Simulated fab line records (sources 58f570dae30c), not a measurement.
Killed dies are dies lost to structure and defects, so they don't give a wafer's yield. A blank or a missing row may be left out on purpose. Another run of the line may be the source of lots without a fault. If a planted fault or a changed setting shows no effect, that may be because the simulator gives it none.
fab line records	flow berkeley-cmos170
record: lots: 14	wafers: 42	last-day: 13
route steps=331 shown NVT@111 NLDD@169 SDANNEAL@204 CONTACT@235
lots that met no fault: from a run of the same line without faults
start-h: hours from the record's opening day to when the first of the lot's shown wafers began	wait-h: time in hours since the lot's previous step	" same as the row above	L1.1+2: a row that stands for several wafers	- no value, or no start was given	* or withheld: withheld	< > ~ a bound
route shown NAME@n: names a module that has steps shown in the file, with the first one's number in the route	usual: the fault-free wafers' mean and standard deviation	same: alike in all rows	chamber/n: place in a boat	sites: per-site readings	_std_site: their standard deviation	_edge_site: mean of outer sites minus mean of inner sites	radius-mm: how far each site lies from the wafer's centre	mask NAME#n: copy n	behind: the last tool/chamber to shape the wafer	hold: why the lot was held/for how many hours/how that ended	device: transistor that didn't switch, given as n, p or np	end of line: at the end of the route, the tests of the same wafers	for a step that has no rows: nothing shown but its recipe	killed: dies that structure and defects cost at the first sort, which is not the same as the wafer's yield	map: the dies of a wafer, with x for killed, . for not killed, _ for no die there
set.NAME: setting as actually run; set.NAME@STEP: the setting as run at that earlier step	model.NAME: the simulator's own value behind a step, which no gauge read
one table for each step of the route and one row for each wafer, over a sample of lots
services: when a tool's chamber went out of use (start-h, in hours from the record's first day, below 0 if earlier), for how many hours, and the reason
== steps ==
step: UCB170_NVT_IMPLANT_07
recipe: species: BF2	dose-cm2: 3e+12	energy-kev: 50	tilt-deg: 7
usual: tilt-deg: 7.001/0.023
lot.wafer	tool	chamber	start-h	wait-h	tilt-deg
L386.2	implanter-04	0	142.75	0.0	6.983
L386.4	"	0	"	"	7.009
L386.6	"	0	"	"	7.021
L389.2	implanter-04	0	157.59	0.0	7.000
L389.3	"	0	"	"	7.026
L389.6	"	0	"	"	6.999
L390.3	implanter-04	0	157.89	0.1	7.003
L390.5	"	0	"	"	7.025
L390.6	"	0	"	"	7.009
L394.2	implanter-04	0	163.72	0.0	6.996
L394.5	"	0	"	"	7.043
L394.6	"	0	"	"	6.992
L392.3	implanter-02	0	163.75	0.1	7.029
L392.4	"	0	"	"	7.012
L392.5	"	0	"	"	6.995
L391.1	implanter-04	0	163.97	0.0	7.010
L391.4	"	0	"	"	6.960
L391.5	"	0	"	"	6.979
L395.2	implanter-03	0	178.71	0.0	6.966
L395.3	"	0	"	"	6.963
L395.5	"	0	"	"	6.991
L397.3	implanter-02	0	187.79	0.1	5.863
L397.5	"	0	"	"	5.848
L397.6	"	0	"	"	5.852
L400.2	implanter-03	0	199.43	0.0	7.015
L400.3	"	0	"	"	7.042
L400.4	"	0	"	"	6.986
L401.2	implanter-02	0	199.79	0.0	5.861
L401.4	"	0	"	"	5.852
L401.6	"	0	"	"	5.860
L404.1	implanter-04	0	222.30	0.0	6.975
L404.2	"	0	"	"	6.983
L404.6	"	0	"	"	6.999
L406.2	implanter-04	0	223.15	0.0	6.978
L406.5	"	0	"	"	6.985
L406.6	"	0	"	"	6.997
L408.1	implanter-04	0	246.08	0.0	7.019
L408.3	"	0	"	"	6.983
L408.6	"	0	"	"	6.972
L409.1	implanter-02	0	257.94	0.0	7.031
L409.2	"	0	"	"	7.037
L409.5	"	0	"	"	7.004
step: UCB170_NLDD_TW_MEAS_11
usual: NLDD_TW: 2220/10
lot.wafer	tool	chamber	start-h	wait-h	NLDD_TW
L386.2	film-metro-04	-	164.78	0.1	2239
L386.4	"	-	"	"	2228
L386.6	"	-	"	"	2235
L390.3	film-metro-04	-	174.23	0.1	2208
L390.5	"	-	"	"	2223
L390.6	"	-	"	"	2218
L389.2	film-metro-04	-	174.46	0.1	2222
L389.3	"	-	"	"	2208
L389.6	"	-	"	"	2216
L394.2	film-metro-04	-	185.93	0.1	2214
L394.5	"	-	"	"	2230
L394.6	"	-	"	"	2209
L392.3	film-metro-03	-	186.28	0.1	2202
L392.4	"	-	"	"	2194
L392.5	"	-	"	"	2216
L391.1	film-metro-03	-	186.52	0.1	2206
L391.4	"	-	"	"	2214
L391.5	"	-	"	"	2203
L395.2	film-metro-04	-	198.93	0.1	2206
L395.3	"	-	"	"	2206
L395.5	"	-	"	"	2211
L397.3	film-metro-03	-	209.90	0.1	2220
L397.5	"	-	"	"	2229
L397.6	"	-	"	"	2223
L400.2	film-metro-04	-	223.83	0.1	2209
L400.3	"	-	"	"	2200
L400.4	"	-	"	"	2207
L401.2	film-metro-04	-	224.10	0.1	2208
L401.4	"	-	"	"	2208
L401.6	"	-	"	"	2218
L404.1	film-metro-03	-	246.61	0.1	2223
L404.2	"	-	"	"	2233
L404.6	"	-	"	"	2212
L406.2	film-metro-04	-	247.48	0.1	2226
L406.5	"	-	"	"	2228
L406.6	"	-	"	"	2211
L408.1	film-metro-04	-	268.49	0.1	2218
L408.3	"	-	"	"	2224
L408.6	"	-	"	"	2221
L409.1	film-metro-03	-	282.03	0.1	2232
L409.2	"	-	"	"	2231
L409.5	"	-	"	"	2228
step: UCB170_SDANNEAL_RTA_00
recipe: temp-c: 900	time-s: 10	ambient: N2
usual: lamp-power-pct: 22.0/0.54	wafer_temp_C_max: 904.6/1.1
lot.wafer	tool	chamber	start-h	wait-h	lamp-power-pct	wafer_temp_C_max
L386.2	rtp-anneal-01	0	172.80	0.0	22.7	903.9
L386.4	"	0	"	"	22.7	903.0
L386.6	"	0	"	"	22.7	903.2
L390.3	rtp-anneal-01	0	186.41	0.0	22.7	903.8
L390.5	"	0	"	"	22.7	903.6
L390.6	"	0	"	"	22.7	903.7
L389.2	rtp-anneal-02	0	187.74	0.0	21.6	903.5
L389.3	"	0	"	"	21.6	904.4
L389.6	"	0	"	"	21.6	906.0
L394.2	rtp-anneal-02	0	196.88	0.0	21.6	904.9
L394.5	"	0	"	"	21.6	906.8
L394.6	"	0	"	"	21.6	904.4
L391.1	rtp-anneal-01	0	197.08	0.0	22.7	904.5
L391.4	"	0	"	"	22.7	904.5
L391.5	"	0	"	"	22.7	903.9
L392.3	rtp-anneal-02	0	197.52	0.0	21.6	904.5
L392.4	"	0	"	"	21.6	903.4
L392.5	"	0	"	"	21.6	907.1
L395.2	rtp-anneal-02	0	209.74	0.0	21.6	903.7
L395.3	"	0	"	"	21.6	905.1
L395.5	"	0	"	"	21.6	904.2
L397.3	rtp-anneal-02	0	219.78	0.0	21.5	905.1
L397.5	"	0	"	"	21.6	906.4
L397.6	"	0	"	"	21.6	905.3
L400.2	rtp-anneal-02	0	235.72	0.0	21.6	905.3
L400.3	"	0	"	"	21.6	905.9
L400.4	"	0	"	"	21.6	905.2
L401.2	rtp-anneal-02	0	236.00	0.0	21.6	904.0
L401.4	"	0	"	"	21.6	904.7
L401.6	"	0	"	"	21.6	904.8
L404.1	rtp-anneal-02	0	257.36	0.0	21.6	904.4
L404.2	"	0	"	"	21.6	903.5
L404.6	"	0	"	"	21.6	905.5
L406.2	rtp-anneal-02	0	258.57	0.0	21.6	902.9
L406.5	"	0	"	"	21.6	904.8
L406.6	"	0	"	"	21.6	904.8
L408.1	rtp-anneal-02	0	279.51	0.0	21.6	907.0
L408.3	"	0	"	"	21.6	905.1
L408.6	"	0	"	"	21.6	904.3
L409.1	rtp-anneal-02	0	295.81	0.0	21.5	904.4
L409.2	"	0	"	"	21.6	905.5
L409.5	"	0	"	"	21.6	904.1
step: UCB170_CONTACT_STRIP_19
recipe: chemistry: O2	power-w: 400	pressure-mtorr: 3500	platen-temp-c: withheld	o2-flow-sccm: 400	overash-fraction: 0.5
usual: drypump-motor-current-A: 5.6/0.39	oes-product-au: 0.725/0.0049
same: overash-fraction: 0.5
lot.wafer	tool	chamber	start-h	wait-h	drypump-motor-current-A	oes-product-au	rf-hours-counter-h
L386.2	plasma-asher-03	0	177.80	-	5.9	0.728	5
L386.4	"	0	"	"	5.9	0.715	-
L386.6	"	1	"	"	6.0	0.724	-
L390.3	plasma-asher-03	1	192.15	-	6.0	0.724	-
L390.5	"	0	"	"	5.9	0.720	-
L390.6	"	1	"	"	6.0	0.728	-
L389.2	plasma-asher-03	1	194.38	-	6.0	0.731	8
L389.3	"	0	"	"	5.9	0.732	-
L389.6	"	0	"	"	6.0	0.720	-
L394.2	plasma-asher-01	0	202.16	-	5.4	0.723	41
L394.5	"	1	"	"	5.3	0.724	-
L394.6	"	0	"	"	5.3	0.729	-
L391.1	plasma-asher-03	0	202.36	-	5.9	0.731	9
L391.4	"	0	"	"	6.0	0.719	-
L391.5	"	1	"	"	6.0	0.718	-
L392.3	plasma-asher-04	1	204.22	-	5.3	0.718	-
L392.4	"	0	"	"	5.1	0.732	-
L392.5	"	0	"	"	5.1	0.731	-
L395.2	plasma-asher-03	1	215.53	-	6.0	0.735	10
L395.3	"	0	"	"	6.0	0.728	-
L395.5	"	0	"	"	6.0	0.724	-
L397.3	plasma-asher-03	1	225.43	-	6.0	0.726	-
L397.5	"	1	"	"	6.0	0.724	-
L397.6	"	0	"	"	5.9	0.719	-
L400.2	plasma-asher-04	0	240.92	-	5.1	0.734	52
L400.3	"	0	"	"	5.1	0.723	-
L400.4	"	1	"	"	5.2	0.727	-
L401.2	plasma-asher-03	1	242.87	-	6.0	0.727	14
L401.4	"	1	"	"	6.0	0.728	-
L401.6	"	0	"	"	6.0	0.727	-
L404.1	plasma-asher-03	1	264.67	-	6.0	0.721	16
L404.2	"	0	"	"	5.9	0.733	16
L404.6	"	1	"	"	6.0	0.730	-
L406.2	plasma-asher-04	1	265.31	-	5.2	0.720	55
L406.5	"	0	"	"	5.1	0.726	-
L406.6	"	1	"	"	5.2	0.720	-
L408.1	plasma-asher-04	1	285.22	-	5.2	0.728	58
L408.3	"	1	"	"	5.2	0.722	-
L408.6	"	1	"	"	5.2	0.731	-
L409.1	plasma-asher-03	1	302.13	-	6.0	0.725	21
L409.2	"	0	"	"	5.9	0.727	21
L409.5	"	0	"	"	6.0	0.719	-
== services ==
tool	chamber	start-h	hours	kind
plasma-asher-03	-	119.45	2.8	pm
plasma-asher-01	-	123.13	10.0	pm
plasma-asher-03	-	134.18	5.5	repair
implanter-03	-	166.25	1.4	repair
implanter-03	-	167.60	4.5	pm
implanter-04	-	200.71	3.6	repair
plasma-asher-01	-	229.90	14.6	pm
implanter-04	-	230.72	10.4	repair
plasma-asher-03	-	236.05	0.7	repair
implanter-02	-	246.55	0.7	repair
implanter-03	-	249.25	0.8	repair
plasma-asher-01	-	278.39	8.8	repair
implanter-02	-	278.76	3.9	pm
implanter-02	-	295.16	2.7	repair
== key ==
first-sign: step: UCB170_NVT_IMPLANT_07	reading: tilt-deg	direction: down	sigmas: 50	usual: 7.001	struck: 5.856
effect none on later readings
met-at UCB170_NVT_IMPLANT_07
struck-lots L397,L401
tester-left-out L397,L401
loop-trim: step: UCB170_M3_EXPOSE_12	setting: dose	lots: L401
not-acting-at UCB170_NLDD_TW_MEAS_11,UCB170_SDANNEAL_RTA_00,UCB170_CONTACT_STRIP_19
onset-between 163.75 187.79
fault: kind: process-parameter-drift	tool: implanter-02	chamber: -	onset-h: 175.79	steps: UCB170_NVT_IMPLANT_07	channel: tilt-deg	offset: -1.1584	shape: step	end-h: 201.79	acts-in: these-recipes-only	stated: 7
tester-left-out: of these lots the tester's yield and bins aren't shown, on N5 and GAA mostly nor the transistor test; their killed dies are dies lost to structure and defects alone, not to doping, threshold or leakage, so they don't give the yield
loop-trim: a control loop set the setting to another value than it would have without faults
